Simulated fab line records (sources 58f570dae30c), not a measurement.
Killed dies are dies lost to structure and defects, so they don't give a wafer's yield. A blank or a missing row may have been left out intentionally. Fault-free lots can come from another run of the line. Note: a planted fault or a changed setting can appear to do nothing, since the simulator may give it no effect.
What tool caused it? -- flow berkeley_cmos170 -- 14 lots, 42 wafers sampled, at 4 steps of a route of 331

== WHAT THE GAUGES READ, wafer by wafer ==
UCB170_NWELL_THK_MEAS_05. Usual: NWELL_NITRIDE_THK 224.6 nm, standard deviation 2.2.
lot,measured,on,NWELL_NITRIDE_THK (nm),flag
L588,day 2 14:42,film_metro-04,225.1 222.7 224.4,
L591,day 3 00:44,film_metro-04,223.5 226.8 226.0,
L590,day 3 00:44,film_metro-01,226.1 227.3 226.1,
L594,day 3 21:49,film_metro-01,223.6 223.7 225.8,
L596,day 4 05:20,film_metro-01,225.0 226.0 225.8,
L597,day 4 05:20,film_metro-03,225.1 226.4 228.3,
L598,day 4 12:41,film_metro-04,224.3 226.5 226.6,
L599,day 4 12:41,film_metro-01,225.9 225.0 227.2,
L602,day 5 12:32,film_metro-04,228.3 227.7 226.1,
L603,day 5 16:56,film_metro-01,228.1 224.8 224.9,
L605,day 6 02:19,film_metro-04,222.6 224.9 224.2,
L607,day 6 14:48,film_metro-03,223.4 224.9 224.6,
L610,day 7 02:55,film_metro-01,226.2 226.2 223.2,
L611,day 7 07:55,film_metro-01,221.8 222.1 224.2,

UCB170_FIELD_THK_MEAS_02. Usual: FIELD_OXIDE_THK 560 nm, standard deviation 11.
lot,measured,on,FIELD_OXIDE_THK (nm),flag
L588,day 5 17:17,film_metro-01,566 572 559,
L591,day 6 03:23,film_metro-02,566 561 560,
L590,day 6 03:23,film_metro-01,560 566 561,
L594,day 6 17:53,film_metro-04,546 539 540,
L596,day 7 03:01,film_metro-02,572 573 567,
L597,day 7 03:01,film_metro-01,570 564 554,
L598,day 7 15:00,film_metro-02,563 557 547,
L599,day 7 15:01,film_metro-04,555 556 549,
L602,day 8 09:23,film_metro-04,570 565 583,
L603,day 8 16:22,film_metro-02,543 560 545,
L605,day 8 16:22,film_metro-01,552 558 551,
L607,day 9 07:55,film_metro-01,550 548 551,
L610,day 9 19:00,film_metro-01,575 566 562,
L611,day 9 19:01,film_metro-04,550 544 558,

UCB170_PVT_OVL_MEAS_06. Usual: PVT_OVL 0 nm, standard deviation 5.1.
lot,measured,on,PVT_OVL (nm),flag
L588,day 7 01:55,overlay-01,5 0 -2,
L591,day 7 10:05,overlay-01,-1 -3 2,
L590,day 7 09:40,overlay-02,0 -2 -2,
L594,day 8 02:20,overlay-02,-3 -7 -4,
L596,day 8 10:08,overlay-01,6 -7 1,
L597,day 8 09:30,overlay-02,-2 0 -9,
L598,day 8 23:02,overlay-02,-6 0 -6,
L599,day 8 23:05,overlay-01,-3 -3 -1,
L602,day 9 16:40,overlay-01,-2 -7 -6,
L603,day 9 21:16,overlay-02,8 -2 8,
L605,day 9 20:27,overlay-02,-6 -7 2,
L607,day 10 07:16,overlay-01,1 5 -1,
L610,day 11 01:02,overlay-02,5 2 6,
L611,day 11 01:19,overlay-02,-1 8 4,

== EACH LOT AND THE TOOL THAT RAN IT (in order: tool; ch and the chambers of the sampled wafers; start) ==
lot,UCB170_PVT_HMDS_00
L588,"litho_track-03 ch 0, day 7 01:04"
L591,"litho_track-02 ch 0, day 7 09:15"
L590,"litho_track-03 ch 0, day 7 08:50"
L594,"litho_track-03 ch 0, day 8 00:58"
L596,"litho_track-02 ch 0, day 8 08:46"
L597,"litho_track-03 ch 0, day 8 08:01"
L598,"litho_track-02 ch 0, day 8 21:38"
L599,"litho_track-04 ch 0, day 8 21:40"
L602,"litho_track-04 ch 0, day 9 14:15"
L603,"litho_track-02 ch 0, day 9 19:38"
L605,"litho_track-02 ch 0, day 9 18:46"
L607,"litho_track-04 ch 0, day 10 06:17"
L610,"litho_track-03 ch 0, day 10 23:18"
L611,"litho_track-04 ch 0, day 10 23:44"
- UCB170_PVT_HMDS_00: prime time 60 s.

== AS READ BY THE TOOLS THEMSELVES (means over the sampled wafers that have a number; for cases with no such wafer, the mark the record gives instead) ==
UCB170_PVT_HMDS_00. Usual: 99.99 C for prime_temp_c, sd 0.14.
lot,tool,prime_temp_c (C),flag
L588,litho_track-03,100.07,
L591,litho_track-02,100.01,
L590,litho_track-03,100.07,
L594,litho_track-03,99.75,
L596,litho_track-02,99.86,
L597,litho_track-03,100.07,
L598,litho_track-02,100.04,
L599,litho_track-04,100.06,
L602,litho_track-04,99.90,
L603,litho_track-02,102.96,OFF
L605,litho_track-02,103.04,OFF
L607,litho_track-04,100.10,
L610,litho_track-03,100.03,
L611,litho_track-04,100.19,

== THE ANSWER, worked out from the rows above alone ==
Rule: take the mean of a lot's wafers that have a number; if it is more than 3 standard deviations from the usual mean, the lot is off. Also off: a lot with no number at a reading for which 4 or more lots have one. The other lots that the step has rows for count as sound. After the gauges, taken in route order, come the tools' own readings; for these a lot's mean is taken, as printed above. The first step at which some lot is off is used, and at that step the reading that is off furthest; a lot without a number counts as furthest.
Off: L603, L605 (UCB170_PVT_HMDS_00, prime_temp_c).
A tool fits if, at that step or a process step before it, it ran every lot that is off, and no sound lot after the first of them. One candidate fits, namely litho_track-02 at UCB170_PVT_HMDS_00. A fault onset in the window from L598 (day 8 21:38, its last sound lot) to L605 (day 9 18:46, its first lot off) fits.
On the lots that are off, the tool's own readings at UCB170_PVT_HMDS_00 differ by more than 5 times the standard deviation of the sound lots' means, which bears it out; prime_temp_c reads 103.00 C there versus 100.01 C on the sound lots.

== WHAT WAS PUT IN BY THE SIMULATOR ==
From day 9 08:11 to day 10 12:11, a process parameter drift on litho_track-02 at UCB170_PVT_HMDS_00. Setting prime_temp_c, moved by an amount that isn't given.
Shown lots that were struck: L603, L605. Same finding as the rule above.
